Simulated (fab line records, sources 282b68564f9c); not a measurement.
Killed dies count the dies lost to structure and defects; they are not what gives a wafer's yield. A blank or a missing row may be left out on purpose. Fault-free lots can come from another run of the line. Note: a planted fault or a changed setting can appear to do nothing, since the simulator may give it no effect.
Which tool did it?    flow rit_cmos    45 wafers sampled from 15 lots at 1 step of a route of 202

== WHAT EACH GAUGE READ, for each wafer ==
No reading from a measuring or inspecting step in the record can be judged against a usual standard deviation.

== EACH LOT AND THE TOOL THAT RAN IT (in order: tool; ch and the chambers of the sampled wafers; start) ==
lot   RIT_ACTIVE_OXIDATION_01
L170  furnace-04 ch 0, day 1 10:07
L171  furnace-03 ch 0, day 1 15:07
L172  furnace-03 ch 0, day 1 20:07
L176  furnace-04, day 2 16:07
L177  furnace-04, day 2 21:07
L178  furnace-03, day 3 02:07
L183  furnace-04 ch 0, day 4 03:07
L184  furnace-04 ch 0, day 4 08:07
L185  furnace-02 ch 0, day 4 13:07
L186  furnace-03 ch 0, day 4 18:07
L188  furnace-02 ch 0, day 5 04:07
L189  furnace-04 ch 0, day 5 09:07
L190  furnace-03 ch 0, day 5 14:07
L191  furnace-04 ch 0, day 5 20:31
L193  furnace-04 ch 0, day 6 05:07
- RIT_ACTIVE_OXIDATION_01: target thk 46.8 nm, ox time 3360 s.

== AS READ BY THE TOOLS THEMSELVES (means over the sampled wafers that have a number; for cases with no such wafer, the mark the record gives instead) ==
RIT_ACTIVE_OXIDATION_01.
lot   tool        ox_temp_c (C)  ox_temp_c_max  spike_tc_centre_C (C)
L170  furnace-04  1003.2         1007.0         1003.3
L171  furnace-03  1003.0         1005.7         1005.1
L172  furnace-03  1003.0         1005.9         1004.1
L176  furnace-04  -              -              -
L177  furnace-04  -              -              -
L178  furnace-03  -              -              -
L183  furnace-04  1003.2         1006.4         1003.8
L184  furnace-04  1002.9         1006.3         1004.9
L185  furnace-02  1002.5         1009.4         1007.2
L186  furnace-03  1002.8         1005.6         1004.7
L188  furnace-02  1003.0         1009.9         1007.5
L189  furnace-04  1003.4         1006.7         1003.9
L190  furnace-03  1003.5         1006.3         1005.0
L191  furnace-04  1003.1         1007.0         1005.0
L193  furnace-04  1003.1         1006.8         1004.6

== THE ANSWER, worked out from the rows above alone ==
Rule: the lots themselves supply what counts as usual. The widest of any qualifying gaps counts: lots, ordered by their means at a reading, are off when they make up no more than a third of the lots, leave a main group of 4 or more, and stand apart from it by 3 or more times the standard deviation of that group's means. A main group is skipped when, at the precision printed for the reading in the tables above, its means are all equal. A lot without any number at a reading at which 4 lots or more have one is off too. Any other lot the step has rows for is counted as sound. The gauges are gone through in route order, then the tools' own readings, and for those a lot's mean is taken as printed above. At the first step where some lot is off, the reading lying furthest off is the one used; lots without a number count as furthest.
Off: L176, L177, L178 (RIT_ACTIVE_OXIDATION_01, ox_temp_c). Without a number there: L176, L177, L178. For the main group the mean is 1003.1 C and the standard deviation 0.25.
If a tool, at that step or one of the process steps before it, ran each lot that is off and ran no sound lot following the first of them, it fits. Of those tried, none fits.

== WHAT THE SIMULATOR PUT IN ==
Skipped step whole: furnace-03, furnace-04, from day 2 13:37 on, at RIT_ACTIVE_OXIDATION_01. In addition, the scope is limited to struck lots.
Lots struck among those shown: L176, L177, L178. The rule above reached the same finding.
